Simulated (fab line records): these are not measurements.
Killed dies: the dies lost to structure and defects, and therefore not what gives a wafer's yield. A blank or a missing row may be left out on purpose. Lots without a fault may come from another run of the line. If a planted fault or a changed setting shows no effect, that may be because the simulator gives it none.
Chamber matching / flow berkeley-cmos170 / 4 sister chambers for UCB170_NWELL_ETCH_13 on rie-diel-01
The step etches Si3N4 in CH3F/Ar/O2, stops on SiO2, target depth 246.4 nm, time 154 s. 8 wafers are shown with their chamber, then 7 later ones without.

== WAFERS, EACH WITH ITS CHAMBER ==
wafer=L659.5; chamber=1; drypump-motor-current-A (A)=5.6; throttle-valve-pct (%)=8.22
wafer=L661.1; chamber=0; drypump-motor-current-A (A)=6.0; throttle-valve-pct (%)=8.08
wafer=L670.6; chamber=2; drypump-motor-current-A (A)=6.8; throttle-valve-pct (%)=8.17
wafer=L673.3; chamber=3; drypump-motor-current-A (A)=5.7; throttle-valve-pct (%)=8.10
wafer=L673.4; chamber=0; drypump-motor-current-A (A)=6.1; throttle-valve-pct (%)=8.08
wafer=L673.6; chamber=2; drypump-motor-current-A (A)=6.7; throttle-valve-pct (%)=8.17
wafer=L675.1; chamber=1; drypump-motor-current-A (A)=5.6; throttle-valve-pct (%)=8.22
wafer=L675.3; chamber=3; drypump-motor-current-A (A)=5.7; throttle-valve-pct (%)=8.11

== WAFERS WITH NO CHAMBER GIVEN ==
wafer=L675.5; drypump-motor-current-A (A)=6.8; throttle-valve-pct (%)=8.18
wafer=L677.1; drypump-motor-current-A (A)=6.8; throttle-valve-pct (%)=8.17
wafer=L677.3; drypump-motor-current-A (A)=6.0; throttle-valve-pct (%)=8.10
wafer=L677.4; drypump-motor-current-A (A)=5.6; throttle-valve-pct (%)=8.10
wafer=L679.1; drypump-motor-current-A (A)=5.7; throttle-valve-pct (%)=8.11
wafer=L679.4; drypump-motor-current-A (A)=5.6; throttle-valve-pct (%)=8.23
wafer=L679.5; drypump-motor-current-A (A)=5.6; throttle-valve-pct (%)=8.22

== WHICH CHAMBER EACH ONE RAN IN ==
wafer=L675.5; from the rows above=2; in truth=2
wafer=L677.1; from the rows above=2; in truth=2
wafer=L677.3; from the rows above=can't be placed: 0 or 3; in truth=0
wafer=L677.4; from the rows above=3; in truth=3
wafer=L679.1; from the rows above=3; in truth=3
wafer=L679.4; from the rows above=1; in truth=1
wafer=L679.5; from the rows above=1; in truth=1
Placed correctly: 6 of 7. Cannot be placed on the basis of these rows: 1; the candidates contain the true chamber in 1. Number placed wrongly: 0.
How it was worked out, from the rows above alone: a wafer's distance from a chamber is the root of the sum, over the readings, of the square of ((its reading less the chamber's mean) divided by the reading's scatter). The wafer belongs to the nearest chamber; if the next one is less than 2 further off, it can't be placed. A chamber's mean is the mean of its shown wafers. The scatter: the root of (the sum of the squares of (reading less its chamber's mean) over the shown wafers, divided by (wafers less chambers)).
